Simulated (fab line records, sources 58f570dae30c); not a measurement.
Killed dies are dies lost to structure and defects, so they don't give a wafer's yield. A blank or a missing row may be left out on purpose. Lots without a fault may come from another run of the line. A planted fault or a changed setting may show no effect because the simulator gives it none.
A struck lot beside a sound one | flow berkeley_cmos170 | 16 steps out of a route of 331
Sound: wafers L178.1, L178.2, L178.4. Struck: wafers L182.1, L182.4, L182.5. The cause comes at the end.
At each step with rows: each side's tool, then ch and its chambers, then its first start. Under that, the readings that differ: sound wafers | struck wafers | difference of the means | sigmas: that difference in standard deviations of wafers without a fault.
alike: readings whose means differ by less than 2 such deviations, and words and numbers that are the same on both sides. not compared: withheld readings, readings that some wafer has no value for, bounds like >300 that may hide the same value, and numbers for which the record gives no deviation and whose values overlap.
The two part at a step that has a row with sigmas, a row that says differs or no value, or rows on one side only. Numbers that don't overlap but have no deviation are shown without sigmas and don't part them. A reading that every wafer of one side lacks parts them only if that side has two wafers or more.

first, 3 steps without rows for these wafers: UCB170_BACKSIDE_HMDS_00 (prime time 60 s); UCB170_BACKSIDE_COAT_01 (resist thk 900 nm); UCB170_BACKSIDE_SOFTBAKE_02 (time 60 s).
UCB170_BACKSIDE_STRIP_03: strips in O2.
  sound on plasma_asher-03 ch 0,1, day 7 02:11; struck on plasma_asher-02 ch 0,1, day 8 18:13
  alike: drypump_motor_current_A, o2_flow_sccm, oes_product_au, strip_time_to_endpoint_s
  not compared: rf_hours_counter_h
then, 1 step without rows for these wafers: UCB170_BACKSIDE_CLEAN_04 (cleans in SPM, time 600 s).
UCB170_SDANNEAL_RTA_00: time 10 s.
  sound on rtp_anneal-01 ch 0, day 7 02:28; struck on rtp_anneal-01 ch 0, day 8 18:29
  alike: chamber_o2_ppm, lamp_power_pct, wafer_temp_C_max
UCB170_SDANNEAL_RTA_01: time 5 s.
  sound on rtp_anneal-01 ch 0, day 7 02:32; struck on rtp_anneal-01 ch 0, day 8 18:34
  alike: chamber_o2_ppm, lamp_power_pct, wafer_temp_C_max
UCB170_SDANNEAL_RS_MEAS_02: measures by four-point-probe.
  sound on film_metro-01, day 7 02:35; struck on film_metro-02, day 8 18:37
  alike: PSD_RS
UCB170_SDANNEAL_RS_MEAS_03: measures by four-point-probe.
  sound on film_metro-01, day 7 02:43; struck on film_metro-02, day 8 18:44
  alike: NSD_RS
UCB170_SDANNEAL_RS_MEAS_04: measures by four-point-probe.
  sound on film_metro-01, day 7 02:50; struck on film_metro-02, day 8 18:52
  alike: PLDD_RS
UCB170_SDANNEAL_RS_MEAS_05: measures by four-point-probe.
  sound on film_metro-01, day 7 02:57; struck on film_metro-02, day 8 18:59
  alike: NLDD_RS
then, 1 step without rows for these wafers: UCB170_SILICIDE_PRE_CLEAN_00 (preclean etch time 60 s).
UCB170_SILICIDE_SPUTTER_01: material Ti, target thk 30 nm, time 25 s.
  sound on pvd_sputter-02, day 7 03:08; struck on pvd_sputter-02, day 8 19:10
  no value came back on the struck wafers for cathode_dc_power_W (W), chamber_pressure_pa (Pa), throttle_valve_pct (%); on the sound wafers cathode_dc_power_W (W) reads 1465.3 1465.2 1465.2
UCB170_SILICIDE_RS_MEAS_02: measures by four-point-probe.
  sound on film_metro-04, day 7 03:10; struck on film_metro-04, day 8 19:14
  reading                 | sound          | struck | difference                    | sigmas
  SILICIDE_TI_RS (ohm/sq) | 26.8 26.3 26.4 | - - -  | no value on the struck wafers |
UCB170_SILICIDE_THK_MEAS_03: measures by xrf.
  sound on film_metro-04, day 7 03:17; struck on film_metro-04, day 8 19:21
  reading              | sound          | struck         | difference | sigmas
  SILICIDE_TI_THK (nm) | 29.1 29.4 29.3 | <0.0 <0.0 <0.0 | differs    |
UCB170_SILICIDE_RTA_04: time 15 s.
  sound on rtp_anneal-02 ch 0, day 7 03:20; struck on rtp_anneal-01 ch 0, day 8 19:25
  alike: chamber_o2_ppm, lamp_power_pct, wafer_temp_C_max

WHERE THEY PART
First at UCB170_SILICIDE_SPUTTER_01; last, within this record, at UCB170_SILICIDE_THK_MEAS_03. Later steps at which nothing parts them and some readings are alike: UCB170_SILICIDE_RTA_04.

WHY: what the simulator had put in
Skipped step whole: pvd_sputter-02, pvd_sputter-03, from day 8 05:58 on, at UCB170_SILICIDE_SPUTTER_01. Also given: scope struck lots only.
